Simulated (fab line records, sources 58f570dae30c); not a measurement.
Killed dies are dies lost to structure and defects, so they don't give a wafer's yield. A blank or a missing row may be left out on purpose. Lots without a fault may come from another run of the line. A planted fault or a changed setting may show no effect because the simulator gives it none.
Chamber matching | flow berkeley_cmos170 | UCB170_V2_CMP_02 on cmp-02: 4 sister chambers
The step polishes SiO2. 4 wafers are shown with their chamber, then 11 later ones without.

WAFERS WITH THEIR CHAMBER
wafer  | chamber | motor_current_A (A)
L762.5 | 2       | 14.5
L763.5 | 1       | 12.3
L763.6 | 0       | 14.2
L761.1 | 3       | 17.1

WAFERS WITHOUT THEIR CHAMBER
wafer  | motor_current_A (A)
L761.2 | 13.2
L761.6 | 17.5
L767.2 | 13.2
L767.4 | 16.0
L767.6 | 15.4
L769.1 | 15.4
L769.3 | 14.5
L769.5 | 13.8
L770.1 | 14.6
L770.3 | 17.4
L770.5 | 15.8

WHICH CHAMBER EACH WENT THROUGH
wafer  | from the rows above          | in truth
L761.2 | can't be placed: 1 or 0 or 2 | 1
L761.6 | 3                            | 3
L767.2 | can't be placed: 1 or 0 or 2 | 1
L767.4 | can't be placed: 3 or 2 or 0 | 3
L767.6 | can't be placed: 2 or 0 or 3 | 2
L769.1 | can't be placed: 2 or 0 or 3 | 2
L769.3 | can't be placed: 2 or 0      | 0
L769.5 | can't be placed: 0 or 2 or 1 | 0
L770.1 | can't be placed: 2 or 0      | 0
L770.3 | 3                            | 3
L770.5 | can't be placed: 2 or 3 or 0 | 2
Placed correctly: 2 of 11. Can't be placed from these rows: 9 (the true chamber is among the candidates in 9). Placed wrongly: 0.
How it was worked out, from the rows above alone: a wafer's distance from a chamber is the root of the sum, over the readings, of the square of ((its reading less the chamber's mean) divided by the reading's scatter). The wafer belongs to the nearest chamber; if the next one is less than 2 further off, it can't be placed. A chamber's mean is the mean of its shown wafers. The scatter: with one shown wafer a chamber, the root of the mean of the squares of how far each hidden wafer lies from its nearest shown one.
